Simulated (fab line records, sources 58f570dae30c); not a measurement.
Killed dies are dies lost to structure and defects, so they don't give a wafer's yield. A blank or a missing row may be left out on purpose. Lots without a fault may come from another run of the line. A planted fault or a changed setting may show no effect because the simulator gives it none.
Which tool did it? | flow berkeley_cmos170 | 14 lots, 42 wafers sampled, at 4 steps of a route of 331

WHAT THE GAUGES READ, wafer by wafer
UCB170_START_THK_MEAS_03.
lot  | measured    | on            | START_OXIDE_THK (nm)
L163 | day 1 19:15 | film_metro-01 | 20.3 20.2 20.7
L164 | day 1 19:15 | film_metro-04 | 20.2 20.3 20.3
L168 | day 2 17:23 | film_metro-04 | 20.5 20.9 20.7
L170 | day 2 22:59 | film_metro-01 | 20.6 19.9 20.5
L169 | day 2 23:00 | film_metro-04 | 20.2 20.2 19.9
L172 | day 3 13:28 | film_metro-03 | 19.8 20.0 19.7
L173 | day 3 17:07 | film_metro-01 | 20.5 20.4 20.3
L174 | day 3 20:35 | film_metro-03 | 20.3 20.2 20.4
L175 | day 4 10:58 | film_metro-01 | 20.3 20.4 20.6
L176 | day 4 10:58 | film_metro-03 | 19.8 19.6 19.9
L179 | day 4 23:10 | film_metro-01 | 20.1 20.6 20.1
L181 | day 5 07:37 | film_metro-03 | 20.2 20.6 20.9
L182 | day 5 14:17 | film_metro-04 | 21.3 21.2 21.1
L184 | day 6 00:09 | film_metro-01 | 20.4 20.7 20.2

UCB170_NWELL_TW_MEAS_16.
lot  | measured    | on            | NWELL_TW
L163 | day 2 15:22 | film_metro-03 | 1257 1256 1255
L164 | day 2 19:26 | film_metro-03 | 1248 1253 1254
L168 | day 3 14:56 | film_metro-04 | 1243 1245 1235
L170 | day 3 19:10 | film_metro-02 | 1239 1245 1240
L169 | day 3 19:55 | film_metro-04 | 1240 1243 1239
L172 | day 4 08:01 | film_metro-04 | 1242 1244 1241
L173 | day 4 21:06 | film_metro-03 | 1306 1306 1303
L174 | day 4 21:17 | film_metro-04 | 1239 1236 1235
L175 | day 5 07:14 | film_metro-04 | 1241 1251 1240
L176 | day 5 06:50 | film_metro-04 | 1305 1306 1309
L179 | day 5 21:11 | film_metro-02 | 1246 1238 1250
L181 | day 6 02:23 | film_metro-04 | 1247 1241 1242
L182 | day 6 12:57 | film_metro-03 | 1256 1253 1256
L184 | day 6 23:21 | film_metro-02 | 1260 1262 1262

UCB170_ACTIVE_THK_MEAS_06.
lot  | measured    | on            | ACTIVE_NITRIDE_THK (nm)
L163 | day 4 23:34 | film_metro-01 | 217.9 218.0 218.5
L164 | day 4 23:38 | film_metro-04 | 220.6 220.7 221.3
L168 | day 6 06:04 | film_metro-03 | 221.3 220.4 219.9
L170 | day 6 05:59 | film_metro-04 | 222.5 222.3 221.4
L169 | day 6 06:03 | film_metro-01 | 218.9 218.7 217.2
L172 | day 6 05:59 | film_metro-03 | 220.1 220.0 220.5
L173 | day 7 07:14 | film_metro-01 | 221.9 222.7 222.4
L174 | day 6 22:22 | film_metro-03 | 219.7 219.0 220.8
L175 | day 7 12:53 | film_metro-04 | 219.7 220.9 220.4
L176 | day 7 12:53 | film_metro-01 | 214.9 217.6 218.4
L179 | day 8 05:49 | film_metro-04 | 218.4 220.0 221.4
L181 | day 8 17:21 | film_metro-01 | 217.3 216.1 216.7
L182 | day 8 23:49 | film_metro-04 | 216.2 218.3 219.4
L184 | day 9 07:36 | film_metro-03 | 219.3 216.3 218.3

WHICH TOOL RAN EACH LOT (tool, then ch and the chambers of the sampled wafers, then the start)
lot  | UCB170_NWELL_IMPLANT_14
L163 | implanter-03 ch 0, day 2 15:07
L164 | implanter-02 ch 0, day 2 19:11
L168 | implanter-03 ch 0, day 3 14:41
L170 | implanter-02 ch 0, day 3 18:55
L169 | implanter-03 ch 0, day 3 19:41
L172 | implanter-04 ch 0, day 4 07:46
L173 | implanter-03 ch 0, day 4 20:52
L174 | implanter-04 ch 0, day 4 21:02
L175 | implanter-02 ch 0, day 5 06:59
L176 | implanter-03 ch 0, day 5 06:35
L179 | implanter-02 ch 0, day 5 20:56
L181 | implanter-02 ch 0, day 6 02:08
L182 | implanter-02 ch 0, day 6 12:42
L184 | implanter-04 ch 0, day 6 23:07
- UCB170_NWELL_IMPLANT_14

WHAT THE TOOLS THEMSELVES READ (means of the sampled wafers that have a number; where no wafer has one, the mark that the record gives instead)
UCB170_NWELL_IMPLANT_14.
lot  | tool         | dose_ions_cm2 | faraday_current_uA
L163 | implanter-03 | 1e+13         | 31.1
L164 | implanter-02 | 1e+13         | 32.2
L168 | implanter-03 | 1e+13         | 32.3
L170 | implanter-02 | 1e+13         | 32.0
L169 | implanter-03 | 1e+13         | 31.6
L172 | implanter-04 | 1e+13         | 31.2
L173 | implanter-03 | 1e+13         | 37.3
L174 | implanter-04 | 1e+13         | 32.0
L175 | implanter-02 | 1e+13         | 31.5
L176 | implanter-03 | 1e+13         | 37.3
L179 | implanter-02 | 1e+13         | 31.6
L181 | implanter-02 | 1e+13         | 31.7
L182 | implanter-02 | 1e+13         | 31.7
L184 | implanter-04 | 1e+13         | 31.4

THE ANSWER, worked out from the rows above alone
Rule: what is usual is taken from the lots themselves. Put in order of their means at a reading, lots are off if they are a third of the lots or fewer, leave a main group of 4 or more, and stand apart from it by a gap of 3 or more times the standard deviation of the main group's means; of several such gaps the widest counts. A main group whose means are all the same, to the digits that the tables above print for the reading, isn't used. A lot without any number at a reading at which 4 lots or more have one is off too. The other lots that the step has rows for count as sound. The gauges are gone through in route order, then the tools' own readings, and for those a lot's mean is taken as printed above. The first step at which some lot is off is used, and at that step the reading that is off furthest; a lot without a number counts as furthest.
Off: L173, L176, at UCB170_NWELL_TW_MEAS_16 (NWELL_TW). The main group: mean 1246, standard deviation 7.3.
A tool fits if, at a process step before that reading, it ran every lot that is off, and no sound lot after the first of them. The gauges at UCB170_NWELL_TW_MEAS_16 aren't tried: what is off there is off at UCB170_NWELL_IMPLANT_14 too, on other tools, and a gauge's error can't cause that. One fits: implanter-03 at UCB170_NWELL_IMPLANT_14. Its last sound lot is L169 (day 3 19:41), its first lot that is off L173 (day 4 20:52): a fault that began between those two fits.
The tool's own readings at UCB170_NWELL_IMPLANT_14 bear it out: on the lots that are off they differ by more than 5 times the standard deviation of the sound lots' means. faraday_current_uA reads 37.3 there against 31.7 on the sound lots.

WHAT THE SIMULATOR HAD PUT IN
Process parameter drift: implanter-03, from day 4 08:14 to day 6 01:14, at UCB170_NWELL_IMPLANT_14. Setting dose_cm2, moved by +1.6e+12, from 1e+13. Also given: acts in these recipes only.
Lots struck among those shown: L173, L176. The rule above found the same.
